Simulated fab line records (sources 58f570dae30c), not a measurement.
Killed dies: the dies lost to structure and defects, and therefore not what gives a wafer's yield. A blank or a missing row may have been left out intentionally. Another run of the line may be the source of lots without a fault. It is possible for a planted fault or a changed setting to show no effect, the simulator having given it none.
The tool behind it: which one? -- flow berkeley-cmos170 -- 7 lots (21 wafers sampled), 1 step of a 331-step route

## WHAT THE GAUGES SHOWED, per wafer
UCB170_NWELL_THK_MEAS_05.
lot,measured,on,NWELL_NITRIDE_THK (nm)
L331,day 2 19:05,film-metro-04,222.8 224.6 222.5
L337,day 3 18:18,film-metro-01,225.1 223.9 224.3
L341,day 4 16:08,film-metro-03,225.6 223.7 226.2
L343,day 5 06:12,film-metro-04,226.3 226.1 224.8
L348,day 6 01:04,film-metro-04,224.3 220.7 221.8
L350,day 6 12:58,film-metro-01,224.1 224.7 224.5
L352,day 6 21:26,film-metro-04,226.9 224.5 227.6

## WHICH TOOL RAN EACH LOT (tool, then ch and the chambers of the sampled wafers, then the start)
The record shows no process step preceding these readings.

## THE ANSWER, worked out from the rows above alone
Rule: what is usual is taken from the lots themselves. Put in order of their means at a reading, lots are off if they are a third of the lots or fewer, leave a main group of 4 or more, and stand apart from it by a gap of 3 or more times the standard deviation of the main group's means; of several such gaps the widest counts. If all means in a main group match to the digits the tables above print for the reading, that group is not used. Also off: a lot with no number at a reading for which 4 or more lots have one. Any other lot the step has rows for is counted as sound.
Nothing can be told from this: no lot is off at any reading shown.

## WHAT THE SIMULATOR HAD INSERTED
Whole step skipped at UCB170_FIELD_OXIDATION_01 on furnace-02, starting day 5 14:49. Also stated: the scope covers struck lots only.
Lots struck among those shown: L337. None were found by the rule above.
